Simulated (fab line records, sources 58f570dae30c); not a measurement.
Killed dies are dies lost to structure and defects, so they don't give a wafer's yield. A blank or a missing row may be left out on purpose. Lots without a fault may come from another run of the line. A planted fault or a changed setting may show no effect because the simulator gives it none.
One fault seen from 2 desks | flow berkeley_cmos170 | each desk has only its own numbers; what lay behind them comes last

THE METROLOGY DESK
What the gauges read, lot by lot, whatever tool the lot ran on: means of the sampled wafers that have a number. A lot is out of limits, marked OUT, if its mean lies more than 4 standard deviations from the usual mean; the brackets give that distance.
Columns: A = NLDD_TW at UCB170_NLDD_TW_MEAS_11, usual 2206; B = NLDD_RS at UCB170_SDANNEAL_RS_MEAS_05, usual 616.9 ohm/sq
lot  | first seen here | A    | B
L422 | day 7 13:52     | 2203 | 617.5
L421 | day 7 14:57     | 2205 | 617.1
L420 | day 7 15:01     | 2194 | 615.9
L423 | day 8 09:05     | 2194 | 616.8
L424 | day 8 09:36     | 2212 | 619.4
L426 | day 8 20:20     | 2196 | 618.1
L430 | day 8 22:56     | 2233 | 615.4
L427 | day 9 00:16     | 2170 | 645.6 (+19) OUT
L428 | day 9 00:31     | 2196 | 615.1
L432 | day 10 05:22    | 2184 | 641.2 (+16) OUT
L438 | day 11 10:02    | 2213 | 615.6
L439 | day 11 10:19    | 2201 | 615.6
L440 | day 11 13:34    | 2197 | 616.6
L442 | day 12 13:10    | 2210 | 618.6
This desk's finding: out of limits on L427, L432; first on L427, day 9 11:17 (NLDD_RS at UCB170_SDANNEAL_RS_MEAS_05). In limits: L422, L421, L420, L423, L424, L426, L430, L428, L438, L439, L440, L442.

THE TOOL OWNER'S DESK: implanter-01
The tool's own readings at UCB170_NLDD_IMPLANT_09: means of the sampled wafers that have a number, for each lot that ran on this tool. A lot is out of limits, marked OUT, if its mean lies more than 4 standard deviations from the usual mean; the brackets give that distance.
Columns: A = dose_ions_cm2 at UCB170_NLDD_IMPLANT_09, usual 5e+13; B = faraday_current_uA at UCB170_NLDD_IMPLANT_09, usual 158.7
lot  | first seen here | A                       | B
L423 | day 8 08:52     | 5e+13                   | 158.8
L430 | day 8 22:43     | 5e+13                   | 160.3
L427 | day 8 23:58     | 4e+13 (-99 or more) OUT | 138.5 (-7.2) OUT
L432 | day 10 05:08    | 4e+13 (-99 or more) OUT | 144.0 (-5.3) OUT
This desk's finding: out of limits on L427, L432; first on L427, day 8 23:58 (dose_ions_cm2 at UCB170_NLDD_IMPLANT_09). In limits: L423, L430.

PUT TOGETHER
The tool owner's desk could have raised an alarm at day 8 23:58, on L427, L432.
The metrology desk could have raised an alarm at day 9 11:17, on L427, L432.
Of the lots named, all ran UCB170_NLDD_IMPLANT_09 on implanter-01.

WHAT THE SIMULATOR HAD PUT IN
Process parameter drift: implanter-01, from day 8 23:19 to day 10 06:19, at UCB170_NLDD_IMPLANT_09. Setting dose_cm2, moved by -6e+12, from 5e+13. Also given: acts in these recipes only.
Lots struck among those shown: L427, L432.
Hours from the fault's start to each desk's first reading out of limits: the tool owner's desk, 1; the metrology desk, 12.
